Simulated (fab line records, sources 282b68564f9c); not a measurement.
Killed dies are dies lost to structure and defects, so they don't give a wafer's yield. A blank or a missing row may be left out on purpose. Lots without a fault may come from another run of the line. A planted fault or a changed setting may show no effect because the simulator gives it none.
fab line records | flow rit_cmos
record lots=16 wafers=48 last_day=7
route steps=202 shown CONTACT@173 M1@202
lots that met no fault: from a run of the same line without faults
start_h: hours from the record's first day to the start of the lot's first wafer shown | wait_h: hours since the lot's step before | " the same as in the row above | L1.1+2: a row that stands for several wafers | - no value, or no start given | * or withheld: withheld | < > ~ a bound
route shown NAME@n: a module of which the file shows steps, and the number in the route of the first | usual: mean/standard deviation of fault-free wafers | same: alike in all rows | chamber/n: place in a boat | sites: the reading at each site | _std_site: their standard deviation | _edge_site: outer sites' mean less inner sites' | radius_mm: how far each site lies from the wafer's centre | mask NAME#n: copy n | behind: the tool/chamber that last shaped the wafer | hold: why the lot was held/for how many hours/how that ended | device: the transistor (n, p or np) that didn't switch | end of line: the same wafers' tests at the end of the route | a step without rows: its recipe alone | killed: dies lost to structure and defects at the first sort, not the wafer's yield | map: a wafer's dies, x killed, . not, _ none there
set.NAME: the setting as run; set.NAME@STEP: as run at that earlier step | model.NAME: the simulator's own value behind a step, which no gauge read
steps of the route over a sample of lots; a table a step, a row a wafer
services: from which hour (start_h, from the record's first day; less than 0 if before it) a tool's chamber was out of use, for how many hours, and why
## steps
# step RIT_CONTACT_EXPOSE_05
# recipe mask_id=M11 na=0.6 source_shape=conventional sigma_outer=0.5 target_cd_nm=1000 dose_mj=250
# columns lot.wafer tool chamber start_h wait_h mask
L773.2+4+6 iline_stepper-02 0 54.92 0.1 M11#0
L774.2+3+5 iline_stepper-02 0 60.51 0.1 M11#0
L776.2+4+5 iline_stepper-01 0 66.85 0.2 M11#0
L778.2+3+5 iline_stepper-01 0 80.65 0.1 M11#0
L779.1+2+4 iline_stepper-01 0 82.81 0.1 M11#0
L780.2+3+6 iline_stepper-01 0 92.26 0.1 M11#0
L781.1+2+3 iline_stepper-01 0 95.84 0.1 M11#0
L782.2+5+6 iline_stepper-02 0 103.45 0.2 M11#0
L783.1+3+5 iline_stepper-02 0 108.39 0.1 M11#0
L784.1+2+5 iline_stepper-01 0 111.09 0.2 M11#0
L785.4+5+6 iline_stepper-02 0 116.27 0.2 M11#0
L787.4+5+6 iline_stepper-02 0 127.42 0.2 M11#0
L789.1+3+6 iline_stepper-01 0 134.07 0.1 M11#0
L791.1+4+5 iline_stepper-02 0 143.53 0.2 M11#0
L793.1+5+6 iline_stepper-02 0 155.25 0.2 M11#0
L795.1+3+6 iline_stepper-02 0 163.28 0.2 M11#0
# step RIT_CONTACT_OVL_MEAS_09
# usual CONTACT_OVL=-0.1/1
# columns lot.wafer tool chamber start_h wait_h CONTACT_OVL[nm]
L773.2 overlay-02 - 55.54 0.1 -1.0
L773.4 " - " " -1.0
L773.6 " - " " 0.8
L774.2 overlay-01 - 61.13 0.1 -0.6
L774.3 " - " " -0.7
L774.5 " - " " 0.3
L776.2 overlay-01 - 67.47 0.1 1.7
L776.4 " - " " 1.2
L776.5 " - " " -0.3
L778.2 overlay-02 - 81.28 0.1 0.4
L778.3 " - " " -1.5
L778.5 " - " " -0.2
L779.1 overlay-02 - 83.44 0.1 0.1
L779.2 " - " " 0.2
L779.4 " - " " 1.0
L780.2 overlay-01 - 92.89 0.1 0.1
L780.3 " - " " 1.3
L780.6 " - " " -0.7
L781.1 overlay-01 - 96.58 0.1 -0.6
L781.2 " - " " -1.4
L781.3 " - " " 0.6
L782.2 overlay-02 - 104.08 0.1 0.8
L782.5 " - " " 0.2
L782.6 " - " " -0.2
L783.1 overlay-02 - 109.03 0.1 0.3
L783.3 " - " " -1.1
L783.5 " - " " 0.4
L784.1 overlay-01 - 111.83 0.1 0.2
L784.2 " - " " -0.1
L784.5 " - " " -1.0
L785.4 overlay-02 - 116.87 0.1 -1.0
L785.5 " - " " -0.9
L785.6 " - " " 1.1
L787.4 overlay-01 - 128.01 0.1 316.0
L787.5 " - " " 314.7
L787.6 " - " " 316.9
L789.1 overlay-01 - 134.70 0.1 -1.5
L789.3 " - " " -0.9
L789.6 " - " " -1.8
L791.1 overlay-01 - 144.17 0.1 317.4
L791.4 " - " " 317.8
L791.5 " - " " 317.7
L793.1 overlay-02 - 155.89 0.1 317.1
L793.5 " - " " 317.3
L793.6 " - " " 316.5
L795.1 overlay-01 - 163.91 0.1 316.1
L795.3 " - " " 316.6
L795.6 " - " " 315.9
# step RIT_M1_PROBE_99
# usual killed_at_contacts=0.1/0.3 killed_at_front_end=6.9/2.9 killed_dies=7.0/2.9 killed_open=3.3/2 killed_short=3.7/2
# same gross_dies=264 killed_at_M0_to_M3=0 killed_at_M4_up=0 killed_at_back_side=0 killed_at_other=0
# columns lot.wafer tool chamber start_h wait_h killed_at_contacts killed_at_front_end killed_dies killed_open killed_short
L784.1 prober-01 - 117.23 0.1 0 6 6 3 3
L784.2 prober-01 - 117.28 0.1 0 6 6 4 2
L784.5 prober-01 - 117.43 0.2 0 11 11 5 6
L789.1 prober-02 - 139.78 0.1 0 4 4 2 2
L789.3 prober-02 - 139.88 0.2 0 5 5 0 5
L789.6 prober-02 - 140.03 0.2 0 3 3 1 2
# killed by level:class
L784.1 REOX:geometric_particle:short=2 FOX1:geometric_particle:open=1 FOX2:geometric_particle:short=1 GATE:geometric_particle:open=1 REOX:geometric_particle:open=1
L784.2 GATE:geometric_particle:open=2 REOX:geometric_particle:open=1 REOX:geometric_particle:short=1 SPACER:geometric_particle:short=1 SILICIDE:geometric_particle:open=1
L784.5 FOX1:geometric_particle:short=2 GATE:geometric_particle:open=2 FOX2:geometric_particle:open=1 GATE:geometric_particle:short=1 REOX:geometric_particle:open=1 REOX:geometric_particle:short=1 SPACER:geometric_particle:short=1 SPACER:geometric_particle:open=1
L789.1 FOX2:geometric_particle:short=1 FOX2:geometric_particle:open=1 GATE:geometric_particle:open=1 SILICIDE:geometric_particle:short=1
L789.3 GATE:geometric_particle:short=3 FOX1:geometric_particle:short=1 FOX2:geometric_particle:short=1
L789.6 SPACER:geometric_particle:short=2 GATE:geometric_particle:open=1
## services
# columns tool chamber start_h hours kind
iline_stepper-01 - 43.38 12.1 repair
iline_stepper-01 - 114.52 2.6 repair
iline_stepper-01 - 126.48 1.7 pm
## key
first_sign step=RIT_CONTACT_OVL_MEAS_09 reading=CONTACT_OVL direction=up sigmas=99+ usual=-0.1 struck=316.7
effect none on later readings
met_at RIT_CONTACT_EXPOSE_05
struck_lots L787,L791,L793,L795
tester_left_out L787,L791,L793,L795
onset_between 116.27 127.42
fault kind=scanner_matching_overlay tool=iline_stepper-02 chamber=- onset_h=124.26 steps=RIT_CONTACT_EXPOSE_05 offset=317.31
# tester_left_out: of these lots the tester's yield and bins aren't shown, on N5 and GAA mostly nor the transistor test; their killed dies are dies lost to structure and defects alone, not to doping, threshold or leakage, so they don't give the yield
